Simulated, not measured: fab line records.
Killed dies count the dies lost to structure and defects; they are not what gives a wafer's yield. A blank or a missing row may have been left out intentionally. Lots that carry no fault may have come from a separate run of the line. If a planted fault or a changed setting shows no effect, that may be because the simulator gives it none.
The tool behind it: which one?    flow ritCmos    42 wafers from 14 lots sampled at 2 of the route's 202 steps

WHAT THE GAUGES READ, wafer by wafer
No reading from a measuring or inspecting step in the record can be judged against a usual standard deviation.

EACH LOT AND THE TOOL THAT RAN IT (in order: tool; ch and the chambers of the sampled wafers; start)
lot   RIT_M1_METAL_ETCH_12             RIT_M1_PROBE_99
L802  rieMetal-01 ch 0,1, day 3 19:01  -
L803  rieMetal-03 ch 0,1, day 3 22:13  -
L804  rieMetal-02 ch 0,1, day 4 04:26  -
L805  rieMetal-01 ch 0,1, day 4 08:57  -
L807  rieMetal-02 ch 0,1, day 4 20:09  -
L808  rieMetal-01 ch 0,1, day 5 03:05  -
L809  rieMetal-03 ch 0,1, day 5 07:07  -
L811  rieMetal-01 ch 0,1, day 5 16:32  prober-01, day 5 18:52
L814  rieMetal-01 ch 1, day 6 03:54    prober-01, day 6 06:19
L815  rieMetal-03 ch 0,1, day 6 11:01  prober-02, day 6 13:17
L819  rieMetal-03 ch 0,1, day 7 06:38  prober-02, day 7 08:56
L821  rieMetal-02 ch 0,1, day 7 12:23  prober-02, day 7 14:41
L822  rieMetal-03 ch 0,1, day 7 19:33  -
L824  rieMetal-02 ch 0,1, day 8 06:58  -
- RIT_M1_METAL_ETCH_12: etches Al in Cl2/BCl3, stops on SiO2, time 165 s, target depth 600 nm.
- RIT_M1_PROBE_99

AS READ BY THE TOOLS THEMSELVES (means over the sampled wafers that have a number; for cases with no such wafer, the mark the record gives instead)
RIT_M1_METAL_ETCH_12.
lot   tool         chamberPressureMTorr (mTorr)  drypumpMotorCurrentA (A)  heBacksideLeakSccm (sccm)  oesProductAu (a.u.)  rfFwdPowerW (W)  throttleValvePct (%)
L802  rieMetal-01  100.00                        5.74                      3.51                       0.769                248.1            8.15
L803  rieMetal-03  100.01                        5.85                      3.26                       0.776                247.9            8.35
L804  rieMetal-02  100.03                        5.46                      3.53                       0.778                248.8            8.32
L805  rieMetal-01  99.96                         5.75                      3.61                       0.785                249.4            8.14
L807  rieMetal-02  100.01                        5.46                      3.53                       0.785                248.6            8.35
L808  rieMetal-01  100.14                        5.80                      3.54                       0.777                248.1            8.14
L809  rieMetal-03  99.97                         5.84                      3.23                       0.783                249.0            8.35
L811  rieMetal-01  100.08                        5.74                      3.62                       0.781                278.4            8.15
L814  rieMetal-01  99.99                         5.71                      3.47                       0.775                279.1            8.15
L815  rieMetal-03  99.98                         5.92                      3.37                       0.771                249.3            8.40
L819  rieMetal-03  100.03                        5.92                      3.44                       0.780                248.6            8.38
L821  rieMetal-02  99.97                         5.45                      3.43                       0.773                249.0            8.31
L822  rieMetal-03  99.97                         5.84                      3.36                       0.782                249.1            8.34
L824  rieMetal-02  100.06                        5.46                      3.57                       0.760                249.1            8.34

RIT_M1_PROBE_99.
lot   tool       defectLimitedYield (%)  killedAtContacts  killedAtFrontEnd  killedDies  killedOpen  killedShort  sort_bin_3_pad_short (%)  sort_bin_5_function (%)  sort_bin_6_memory (%)  sortNPass  sortYieldPct (%)
L811  prober-01  97.6                    0.0               6.3               6.3         4.0         2.3          0.0                       1.4                      1.0                    257.7      97.6
L814  prober-01  97.5                    0.0               6.7               6.7         3.3         3.3          0.0                       1.8                      0.8                    257.3      97.5
L815  prober-02  98.0                    0.0               5.3               5.3         3.7         1.7          0.1                       1.3                      0.6                    258.7      98.0
L819  prober-02  98.0                    0.3               5.0               5.3         3.7         1.7          0.0                       1.1                      0.9                    258.7      98.0
L821  prober-02  97.1                    0.3               7.3               7.7         5.3         2.3          0.0                       1.3                      1.7                    256.3      97.1

THE ANSWER, worked out from the rows above alone
Rule: the usual values come from the lots themselves. The widest of any qualifying gaps counts: lots, ordered by their means at a reading, are off when they make up no more than a third of the lots, leave a main group of 4 or more, and stand apart from it by 3 or more times the standard deviation of that group's means. Not used: any main group whose means are identical at the precision the tables above print for the reading. Also off: a lot with no number at a reading for which 4 or more lots have one. Any other lot the step has rows for is counted as sound. After the gauges, taken in route order, come the tools' own readings; for these a lot's mean is taken, as printed above. At the first step where some lot is off, the reading lying furthest off is the one used; lots without a number count as furthest.
Off: L811, L814 (RIT_M1_METAL_ETCH_12, rfFwdPowerW). Mean 248.8 W and standard deviation 0.48 in the main group.
A tool fits if, at that step or a process step before it, it ran every lot that is off, and no sound lot after the first of them. One candidate fits, namely rieMetal-01 at RIT_M1_METAL_ETCH_12. Its last sound lot is L808 (day 5 03:05), its first lot that is off L811 (day 5 16:32): a fault that began between those two fits.
On the lots that are off, the tool's own readings at RIT_M1_METAL_ETCH_12 differ by more than 5 times the standard deviation of the sound lots' means, which bears it out; rfFwdPowerW reads 278.8 W there versus 248.8 W on the sound lots.

WHAT HAD BEEN PUT IN BY THE SIMULATOR
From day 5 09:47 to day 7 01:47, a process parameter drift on rieMetal-01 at RIT_M1_METAL_ETCH_12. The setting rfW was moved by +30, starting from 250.
Struck lots among those shown: L811, L814. This agrees with what the rule above found.
